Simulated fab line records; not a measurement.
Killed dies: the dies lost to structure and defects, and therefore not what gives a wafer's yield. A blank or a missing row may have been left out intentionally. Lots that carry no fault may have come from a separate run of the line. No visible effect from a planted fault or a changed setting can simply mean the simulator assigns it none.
Comparing a struck lot with a sound one || flow berkeley_cmos170 || 17 out of 331 route steps
Sound: the wafers L329.1, L329.2, L329.4. The struck wafers were L330.1, L330.2, L330.4. The cause is named last.
At each step with rows: each side's tool, then ch and its chambers, then its first start. Under that, the readings that differ: sound wafers || struck wafers || difference of the means || sigmas: that difference in standard deviations of wafers without a fault.
alike: readings with means less than 2 such deviations apart, plus words and numbers identical on both sides. not compared: withheld readings, readings lacking a value on some wafer, bounds such as >300 that could conceal the same value, and numbers that have no deviation in the record and whose values overlap.
Wherever a step has rows on one side only, a row that says differs or no value, or a row with sigmas, the two part there. Numbers that have no deviation but don't overlap get no sigmas and don't part them. Lack of a reading on every wafer of one side parts them only where that side has two or more wafers.

UCB170_ACTIVE_OVL_MEAS_14:
  struck on overlay-02, day 5 11:03; sound on overlay-01, day 5 10:50
  alike: ACTIVE_OVL
UCB170_ACTIVE_ETCH_15: etches Si3N4 in CH3F/Ar/O2, stops on SiO2, target depth 242 nm, time 151 s.
  sound on rie_diel-04 ch 0,1,2, day 5 10:52; struck on rie_diel-02 ch 1,2,3, day 5 11:05
  alike: CH3F_flow_sccm, drypump_motor_current_A, oes_product_au, throttle_valve_pct
  not compared: rf_hours_counter_h
UCB170_ACTIVE_STRIP_16: strips in O2.
  sound on plasma_asher-02 ch 0,1, day 5 10:58; struck on plasma_asher-03 ch 0,1, day 5 11:11
  alike: drypump_motor_current_A, oes_product_au, strip_time_to_endpoint_s
  not compared: rf_hours_counter_h
UCB170_ACTIVE_CD_MEAS_90: target cd 1200 nm.
  struck on cd_sem-02, day 5 11:17; sound on cd_sem-01, day 5 11:04
  alike: cd_nm
then, 7 steps without rows for these wafers: UCB170_ACTIVE_CLEAN_17 (cleans in SPM, time 600 s); UCB170_PFIELD_HMDS_00 (prime time 60 s); UCB170_PFIELD_COAT_01 (resist thk 900 nm); UCB170_PFIELD_SOFTBAKE_02 (time 60 s); UCB170_PFIELD_EXPOSE_03 (exposes mask PFIELD, target cd 1500 nm); UCB170_PFIELD_PEB_04; UCB170_PFIELD_DEVELOP_05 (develop time 45 s).
UCB170_PFIELD_OVL_MEAS_06:
  struck on overlay-02, day 5 14:14; sound on overlay-02, day 5 13:30
  alike: PFIELD_OVL
UCB170_PFIELD_IMPLANT_07:
  sound on implanter-03 ch 0, day 5 13:32; struck on implanter-03 ch 0, day 5 14:16
{"reading": "dose_ions_cm2", "sound": "2.0004e+13 1.9998e+13 1.9996e+13", "struck": "2.8417e+13 2.8406e+13 2.839e+13", "difference": "+8.4050e+12", "sigmas": "+99 or more"}
{"reading": "faraday_current_uA", "sound": "64.2 61.8 62.6", "struck": "90.1 85.0 90.8", "difference": "+25.8", "sigmas": "+20"}
  alike: beam_on_s, end_station_pressure_torr
UCB170_PFIELD_STRIP_08: strips in O2.
  sound on plasma_asher-01 ch 0,1, day 5 13:41; struck on plasma_asher-04 ch 0,1, day 5 14:25
{"reading": "strip_time_to_endpoint_s (s)", "sound": "21.53 21.48 21.52", "struck": "21.72 21.63 21.66", "difference": "+0.16", "sigmas": "+3"}
  alike: drypump_motor_current_A, oes_product_au
  not compared: rf_hours_counter_h
UCB170_PFIELD_TW_MEAS_09:
  struck on film_metro-02, day 5 14:31; sound on film_metro-02, day 5 13:47
{"reading": "PFIELD_TW", "sound": "609 609 611", "struck": "685 684 683", "difference": "+74", "sigmas": "+11"}
then, 1 step without rows for these wafers: UCB170_FIELD_CLEAN_00 (cleans in dHF, time 7.5 s).
-- the record jumps here: 4 days lie between the struck wafers' starts before and after (it left off in module FIELD and takes up again in module M3, whose first step shown is number 331 of the route) --
UCB170_M3_PROBE_99:
  struck on prober-01, day 9 22:14; sound on prober-01, day 9 23:25
{"reading": "model.etest.field_n_metal.vt_v (V)", "sound": "52.6 52.28 53.11", "struck": "68.85 67.72 68.17", "difference": "+15.58", "sigmas": ""}
{"reading": "model.etest.nmos_narrow.drive_ua_um", "sound": "357.4 350.5 356.4", "struck": "341.2 333.2 342.8", "difference": -15.7, "sigmas": ""}
{"reading": "model.etest.iso_pplus_pwell.bv_v (V)", "sound": "24.79 25.66 24.96", "struck": "18.44 18.79 17.81", "difference": -6.79, "sigmas": ""}
{"reading": "model.etest.field_n.vt_v (V)", "sound": "19.43 19.97 19.44", "struck": "24.64 24.87 24.18", "difference": "+4.95", "sigmas": ""}
{"reading": "model.etest.diode_nplus_pwell.bv_v (V)", "sound": "12.6 12.78 12.63", "struck": "10.31 10.58 10.24", "difference": -2.29, "sigmas": ""}
{"reading": "model.etest.iso_nplus_nwell.lateral_log10_a_um", "sound": "-8.088 -8.063 -8.144", "struck": "-8.259 -8.276 -8.255", "difference": -0.165, "sigmas": ""}
{"reading": "model.etest.diode_nplus_comb.cj_ff_um2", "sound": "0.7979 0.7945 0.7963", "struck": "0.892 0.8947 0.8954", "difference": "+0.098", "sigmas": ""}
  not compared: model.etest.nmos_narrow.off_log10_a_um

## WHERE THEY PART
First at UCB170_PFIELD_IMPLANT_07; last, within this record, at UCB170_PFIELD_TW_MEAS_09.

WHY: the cause the simulator had injected
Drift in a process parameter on implanter-03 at UCB170_PFIELD_IMPLANT_07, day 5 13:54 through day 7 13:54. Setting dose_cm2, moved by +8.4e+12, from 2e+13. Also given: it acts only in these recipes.
